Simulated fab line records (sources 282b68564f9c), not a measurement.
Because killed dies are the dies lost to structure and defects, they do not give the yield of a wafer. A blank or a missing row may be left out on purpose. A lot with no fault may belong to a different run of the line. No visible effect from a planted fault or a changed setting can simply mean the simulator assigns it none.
Problem report, 8D (eight disciplines) form, completed by code	flow rit cmos	the parts of the form that need people (team, actions taken, sign-off) are left out

== 1. THE PROBLEM ==
rf fwd power W at RIT_GATE_ETCH_19 reads a mean of 184.9 W on 2 wafers of 2 lots; wafers without a fault read 159.5 W with a standard deviation of 0.47. Measured from the usual mean, that is +54 standard deviations.
The step: etches poly-Si in SF6/CHF3/O2, stops on SiO2, time 165 s, target depth 312.5 nm.
First seen on wafer L495.4, day 4 09:58, on rie si-01. The record has a number at this step for 18 wafers belonging to 6 lots. The rule behind "out" and "out of limits": a value lying over 4 standard deviations away from the usual mean. The other wafers with a number count as sound.

== 2. WHAT IT IS, AND WHAT IT ISN'T ==
question	is	is not
which readings at this step	rf fwd power W	chamber pressure mTorr, drypump motor current A, oes product au, throttle valve pct
which lots	L495, L497	L487, L498, L504, L510
which wafers of those lots	L495.4, L497.3	L495.1, L495.3, L497.1, L497.2
read on which tools	rie si-01	rie si-02
when	from day 4 09:58	up to then (5 sound wafers); but 11 sound wafers of L497, L498, L504, L510 came after

== 3. THE SUSPECTS, EACH WITH WHAT RULES IT OUT ==
Counting: a tool at a process step up to the reading stays a suspect if it ran every lot that is out. Sound lots after the first of them don't rule it out here, since some wafers of a struck lot are sound.
- rie si-01 at RIT_GATE_ETCH_19 (etches poly-Si in SF6/CHF3/O2, stops on SiO2, time 165 s, target depth 312.5 nm): kept. It processed each lot that is out (first: L495, day 4 09:58); up to then, its last sound lot is L487 (day 2 13:43). Its own readings are out on those wafers: rf fwd power W.
- Within rie si-01 at RIT_GATE_ETCH_19: the wafers that are out ran in chamber 1; their sound lot-mates ran in chambers 0, 2.
Remaining after the count: rie si-01 at RIT_GATE_ETCH_19.

== 4. THE CAUSE (what the simulator had put in) ==
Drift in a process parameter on rie si-01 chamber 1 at RIT_GATE_ETCH_19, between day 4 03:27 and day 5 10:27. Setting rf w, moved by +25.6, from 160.
This tool alone remained once counting was done.

== 5. SEQUENCE OF EFFECTS, ordered by route ==
Each row: a reading whose mean over the struck wafers that have a number lies more than 3 standard deviations from the usual. Only readings whose record carries a usual standard deviation are examined. hours: median over the lots of the time between each lot's start at the first step of this table that gives one and its start at this step. sigmas: the change, counted in usual standard deviations.
hours	step	reading	usual	on struck wafers	change	sigmas
0	RIT_GATE_ETCH_19	rf fwd power W	159.5 W	184.9	+25.4	+54
It contains these process steps:
- RIT_GATE_ETCH_19: etches poly-Si in SF6/CHF3/O2, stops on SiO2, time 165 s, target depth 312.5 nm.

== 6. WHAT WOULD HAVE CAUGHT IT SOONER ==
In this record no reading fell out of limits until day 4 09:58, 7 hours after the fault had begun at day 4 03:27.
